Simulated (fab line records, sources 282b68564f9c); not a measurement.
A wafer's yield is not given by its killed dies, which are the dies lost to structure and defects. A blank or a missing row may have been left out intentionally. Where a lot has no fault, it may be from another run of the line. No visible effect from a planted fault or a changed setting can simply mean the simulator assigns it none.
Which tool is to blame? / flow rit cmos / 42 wafers from 14 lots sampled at 3 of the route's 202 steps

## WHAT EACH GAUGE READ, for each wafer
RIT_NLDD_TW_MEAS_10.
lot=L969; measured=day 2 22:46; on=film metro-03; NLDD_TW=2495 2505 2499
lot=L971; measured=day 3 10:25; on=film metro-02; NLDD_TW=2453 2449 2452
lot=L972; measured=day 3 13:46; on=film metro-03; NLDD_TW=2527 2514 2514
lot=L973; measured=day 3 19:41; on=film metro-02; NLDD_TW=2445 2438 2453
lot=L974; measured=day 4 02:04; on=film metro-02; NLDD_TW=2421 2416 2427
lot=L975; measured=day 4 07:17; on=film metro-03; NLDD_TW=2513 2501 2499
lot=L980; measured=day 5 07:22; on=film metro-02; NLDD_TW=2672 2690 2684 2686 2673 2673
lot=L981; measured=day 5 12:22; on=film metro-04; NLDD_TW=2726 2711 2707 2714 2697 2715
lot=L983; measured=day 5 21:38; on=film metro-03; NLDD_TW=2504 2505 2501
lot=L985; measured=day 6 07:46; on=film metro-04; NLDD_TW=2480 2486 2472
lot=L987; measured=day 6 18:13; on=film metro-03; NLDD_TW=2495 2488 2485
lot=L988; measured=day 6 22:07; on=film metro-04; NLDD_TW=2490 2481 2474
lot=L989; measured=day 7 03:13; on=film metro-02; NLDD_TW=2438 2440 2433
lot=L990; measured=day 7 11:03; on=film metro-02; NLDD_TW=2429 2413 2425

RIT_SDANNEAL_RS_MEAS_07: the measuring method here is four-point-probe.
lot=L969; measured=day 3 06:31; on=film metro-02; NLDD_RS (ohm/sq)=152.2 152.8 152.3
lot=L971; measured=day 3 18:16; on=film metro-03; NLDD_RS (ohm/sq)=151.9 151.3 152.2
lot=L972; measured=day 3 21:49; on=film metro-02; NLDD_RS (ohm/sq)=150.8 150.6 150.8
lot=L973; measured=day 4 03:41; on=film metro-04; NLDD_RS (ohm/sq)=151.8 151.7 151.8
lot=L974; measured=day 4 09:52; on=film metro-03; NLDD_RS (ohm/sq)=152.3 152.2 152.6
lot=L975; measured=day 4 16:35; on=film metro-02; NLDD_RS (ohm/sq)=151.3 151.5 151.7
lot=L980; measured=day 5 18:25; on=film metro-03; NLDD_RS (ohm/sq)=111.9 111.8 111.9 111.9 111.6 111.8
lot=L981; measured=day 6 05:14; on=film metro-04; NLDD_RS (ohm/sq)=112.0 111.8 111.9 111.7 112.0 111.9
lot=L983; measured=day 6 05:25; on=film metro-03; NLDD_RS (ohm/sq)=151.4 151.4 151.3
lot=L985; measured=day 6 15:42; on=film metro-02; NLDD_RS (ohm/sq)=151.5 151.9 151.4
lot=L987; measured=day 7 02:01; on=film metro-03; NLDD_RS (ohm/sq)=152.2 152.1 152.3
lot=L988; measured=day 7 06:38; on=film metro-03; NLDD_RS (ohm/sq)=152.9 152.9 153.2
lot=L989; measured=day 7 11:03; on=film metro-03; NLDD_RS (ohm/sq)=151.0 150.7 150.9
lot=L990; measured=day 7 18:52; on=film metro-03; NLDD_RS (ohm/sq)=152.3 152.5 153.0

## WHICH TOOL RAN EACH LOT (tool, then ch and the chambers of the sampled wafers, then the start)
lot=L969; RIT_NLDD_IMPLANT_08=implanter-04 ch 0, day 2 22:28
lot=L971; RIT_NLDD_IMPLANT_08=implanter-04 ch 0, day 3 10:05
lot=L972; RIT_NLDD_IMPLANT_08=implanter-02 ch 0, day 3 13:26
lot=L973; RIT_NLDD_IMPLANT_08=implanter-02 ch 0, day 3 19:23
lot=L974; RIT_NLDD_IMPLANT_08=implanter-02 ch 0, day 4 01:44
lot=L975; RIT_NLDD_IMPLANT_08=implanter-01 ch 0, day 4 06:59
lot=L980; RIT_NLDD_IMPLANT_08=implanter-02 ch 0, day 5 07:02
lot=L981; RIT_NLDD_IMPLANT_08=implanter-02 ch 0, day 5 12:02
lot=L983; RIT_NLDD_IMPLANT_08=implanter-01 ch 0, day 5 21:19
lot=L985; RIT_NLDD_IMPLANT_08=implanter-04 ch 0, day 6 07:27
lot=L987; RIT_NLDD_IMPLANT_08=implanter-01 ch 0, day 6 17:53
lot=L988; RIT_NLDD_IMPLANT_08=implanter-01 ch 0, day 6 21:49
lot=L989; RIT_NLDD_IMPLANT_08=implanter-01 ch 0, day 7 02:55
lot=L990; RIT_NLDD_IMPLANT_08=implanter-01 ch 0, day 7 10:45
- RIT_NLDD_IMPLANT_08

## AS READ BY THE TOOLS THEMSELVES (means over the sampled wafers that have a number; for cases with no such wafer, the mark the record gives instead)
RIT_NLDD_IMPLANT_08.
lot=L969; tool=implanter-04; dose ions cm2=5e+14; faraday current uA=1572
lot=L971; tool=implanter-04; dose ions cm2=5e+14; faraday current uA=1598
lot=L972; tool=implanter-02; dose ions cm2=5e+14; faraday current uA=1620
lot=L973; tool=implanter-02; dose ions cm2=5e+14; faraday current uA=1567
lot=L974; tool=implanter-02; dose ions cm2=5e+14; faraday current uA=1593
lot=L975; tool=implanter-01; dose ions cm2=5e+14; faraday current uA=1589
lot=L980; tool=implanter-02; dose ions cm2=7e+14; faraday current uA=2328
lot=L981; tool=implanter-02; dose ions cm2=7e+14; faraday current uA=2323
lot=L983; tool=implanter-01; dose ions cm2=5e+14; faraday current uA=1577
lot=L985; tool=implanter-04; dose ions cm2=5e+14; faraday current uA=1550
lot=L987; tool=implanter-01; dose ions cm2=5e+14; faraday current uA=1573
lot=L988; tool=implanter-01; dose ions cm2=5e+14; faraday current uA=1562
lot=L989; tool=implanter-01; dose ions cm2=5e+14; faraday current uA=1585
lot=L990; tool=implanter-01; dose ions cm2=5e+14; faraday current uA=1555

## THE ANSWER, worked out from the rows above alone
Rule: the usual values come from the lots themselves. The widest of any qualifying gaps counts: lots, ordered by their means at a reading, are off when they make up no more than a third of the lots, leave a main group of 4 or more, and stand apart from it by 3 or more times the standard deviation of that group's means. A main group whose means are all the same, to the digits that the tables above print for the reading, isn't used. A lot without any number at a reading at which 4 lots or more have one is off too. All remaining lots with rows at the step are treated as sound. Order of review: gauges by route order, followed by the tools' own readings, for which a lot's mean as printed above is used. The first step at which some lot is off is used, and at that step the reading that is off furthest; a lot without a number counts as furthest.
Off: L980, L981, at RIT_NLDD_TW_MEAS_10 (NLDD_TW). Main group: mean 2471, sd 33.
A tool fits if, at a process step before that reading, it ran every lot that is off, and no sound lot after the first of them. The gauges at RIT_NLDD_TW_MEAS_10 aren't tried: what is off there is off at RIT_NLDD_IMPLANT_08 too, on other tools, and a gauge's error can't cause that. One candidate fits, namely implanter-02 at RIT_NLDD_IMPLANT_08. Its last sound lot is L974 (day 4 01:44), its first lot that is off L980 (day 5 07:02): a fault that began between those two fits.
The tool's own readings at RIT_NLDD_IMPLANT_08 bear it out: on the lots that are off they differ by more than 5 times the standard deviation of the sound lots' means. dose ions cm2 reads 7e+14 there against 5e+14 on the sound lots; faraday current uA reads 2326 there against 1578 on the sound lots.

## WHAT THE SIMULATOR PUT IN
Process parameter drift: implanter-02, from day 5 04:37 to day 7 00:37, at RIT_NLDD_IMPLANT_08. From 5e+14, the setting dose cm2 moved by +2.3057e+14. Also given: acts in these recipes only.
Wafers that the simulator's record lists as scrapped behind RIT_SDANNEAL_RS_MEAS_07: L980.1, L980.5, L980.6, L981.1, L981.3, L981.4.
Shown lots that were struck: L980, L981. Same finding as the rule above.
